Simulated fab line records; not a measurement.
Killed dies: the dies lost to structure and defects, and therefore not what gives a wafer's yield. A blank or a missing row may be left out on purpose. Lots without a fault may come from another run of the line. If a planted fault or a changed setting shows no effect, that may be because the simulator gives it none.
Chamber matching / flow berkeley_cmos170 / UCB170_ACTIVE_ETCH_15 on rie_diel-04 has 4 sister chambers
The step etches Si3N4 in CH3F/Ar/O2, stops on SiO2, target depth 242 nm, time 151 s. 4 wafers are shown with their chamber, then 7 later ones without.

== WAFERS, EACH WITH ITS CHAMBER ==
wafer=L524.1; chamber=1; drypump_motor_current_A (A)=5.8
wafer=L525.1; chamber=3; drypump_motor_current_A (A)=5.6
wafer=L525.2; chamber=2; drypump_motor_current_A (A)=6.6
wafer=L525.3; chamber=0; drypump_motor_current_A (A)=4.9

== WAFERS WHOSE CHAMBER IS MISSING ==
wafer=L528.3; drypump_motor_current_A (A)=4.9
wafer=L528.4; drypump_motor_current_A (A)=6.6
wafer=L528.6; drypump_motor_current_A (A)=6.6
wafer=L530.1; drypump_motor_current_A (A)=6.6
wafer=L533.1; drypump_motor_current_A (A)=6.5
wafer=L533.4; drypump_motor_current_A (A)=5.0
wafer=L533.6; drypump_motor_current_A (A)=5.8

== THE CHAMBER EACH PASSED THROUGH ==
wafer=L528.3; from the rows above=0; in truth=0
wafer=L528.4; from the rows above=2; in truth=2
wafer=L528.6; from the rows above=2; in truth=2
wafer=L530.1; from the rows above=2; in truth=2
wafer=L533.1; from the rows above=2; in truth=2
wafer=L533.4; from the rows above=0; in truth=0
wafer=L533.6; from the rows above=1; in truth=1
Placed correctly: 7 of 7. Can't be placed from these rows: 0. Placed wrongly: 0.
How it was worked out, from the rows above alone: a wafer's distance from a chamber is the root of the sum, over the readings, of the square of ((its reading less the chamber's mean) divided by the reading's scatter). The wafer belongs to the nearest chamber; if the next one is less than 2 further off, it can't be placed. A chamber's mean is the mean of its shown wafers. The scatter: root of mean squared gap, hidden wafer to nearest shown wafer, with one shown wafer a chamber.
